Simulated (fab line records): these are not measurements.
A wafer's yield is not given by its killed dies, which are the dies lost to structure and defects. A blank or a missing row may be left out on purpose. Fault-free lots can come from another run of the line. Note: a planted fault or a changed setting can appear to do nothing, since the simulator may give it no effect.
2 desks looking at one fault / flow berkeley_cmos170 / only its own numbers are on each desk; what lay behind them is given at the end

THE METROLOGY DESK
What the gauges read for every lot (on any tool): the sampled wafers with a number, averaged. A lot is out of limits, marked OUT, if its mean lies more than 4 standard deviations from the usual mean; the brackets give that distance.
Columns: A = cd_nm at UCB170_CONTACT_CD_MEAS_90, usual 700.1 nm; B = M2_OVL at UCB170_M2_OVL_MEAS_16, usual -6 nm; C = M3_AL_RS at UCB170_M3_RS_MEAS_02, usual 0.0322 ohm/sq; D = M3_AL_THK at UCB170_M3_THK_MEAS_03, usual 894 nm; E = M3_BOW at UCB170_M3_BOW_MEAS_20, usual 34 um
lot=L854; first seen here=day 8 06:51; A=700.5; B=-8; C=0.0319; D=908; E=41
lot=L855; first seen here=day 9 00:41; A=700.3; B=2; C=0.0322; D=892; E=38
lot=L856; first seen here=day 9 01:22; A=701.2; B=-1; C=0.0322; D=898; E=34
lot=L859; first seen here=day 9 12:17; A=700.0; B=2; C=0.0319; D=906; E=37
lot=L861; first seen here=day 9 19:31; A=700.9; B=-11; C=0.0310; D=936 (+4.5) OUT; E=36
lot=L864; first seen here=day 10 17:01; A=699.9; B=-12; C=0.0308 (-4.6) OUT; D=935 (+4.4) OUT; E=37
lot=L869; first seen here=day 11 01:03; A=700.7; B=-3; C=0.0316; D=909; E=33
lot=L868; first seen here=day 11 01:53; A=700.7; B=1; C=0.0325; D=882; E=28
lot=L870; first seen here=day 11 02:52; A=698.2; B=-1; C=0.0326; D=882; E=35
lot=L873; first seen here=day 12 07:49; A=701.2; B=-4; C=0.0322; D=897; E=29
lot=L874; first seen here=day 12 11:14; A=699.8; B=-5; C=0.0321; D=898; E=30
lot=L876; first seen here=day 12 12:26; A=699.7; B=-3; C=0.0318; D=905; E=32
lot=L875; first seen here=day 12 12:32; A=699.6; B=-4; C=0.0326; D=888; E=40
lot=L877; first seen here=day 13 08:53; A=699.2; B=-7; C=0.0328; D=882; E=30
This desk's finding: out of limits on L861, L864; first on L861, day 10 09:25 (M3_AL_THK at UCB170_M3_THK_MEAS_03). Within limits: L854, L855, L856, L859, L869, L868, L870, L873, L874, L876, L875, L877.

AT THE TOOL OWNER'S DESK: pvd_sputter-01
The tool's own readings at UCB170_M3_SPUTTER_01 (material Al, target thk 900 nm, time 120 s): means of the sampled wafers that have a number, for each lot that ran on this tool. A lot is out of limits, marked OUT, if its mean lies more than 4 standard deviations from the usual mean; the brackets give that distance.
Columns: A = throttle_valve_pct at UCB170_M3_SPUTTER_01, usual 30.4 %
lot=L854; first seen here=day 8 21:21; A=30.2
lot=L861; first seen here=day 10 09:13; A=30.5
lot=L864; first seen here=day 11 05:30; A=30.4
lot=L876; first seen here=day 16 19:40; A=30.2
lot=L873; first seen here=day 16 23:28; A=30.1
This desk found nothing out of limits on any of the 5 lots.

ALL TOGETHER
An alarm was possible from the metrology desk at day 10 09:25, on L861, L864.
The tool owner's desk saw nothing out of limits.
On record at the tool owner's desk: L861, L864, within its limits.
On pvd_sputter-01, each named lot ran UCB170_M3_SPUTTER_01.

WHAT WAS PUT IN BY THE SIMULATOR
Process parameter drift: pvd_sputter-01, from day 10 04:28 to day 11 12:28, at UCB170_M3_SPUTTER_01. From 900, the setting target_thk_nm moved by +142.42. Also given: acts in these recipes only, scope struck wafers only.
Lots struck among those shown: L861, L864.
Hours from the fault's start to each desk's first reading out of limits: the metrology desk, 5.
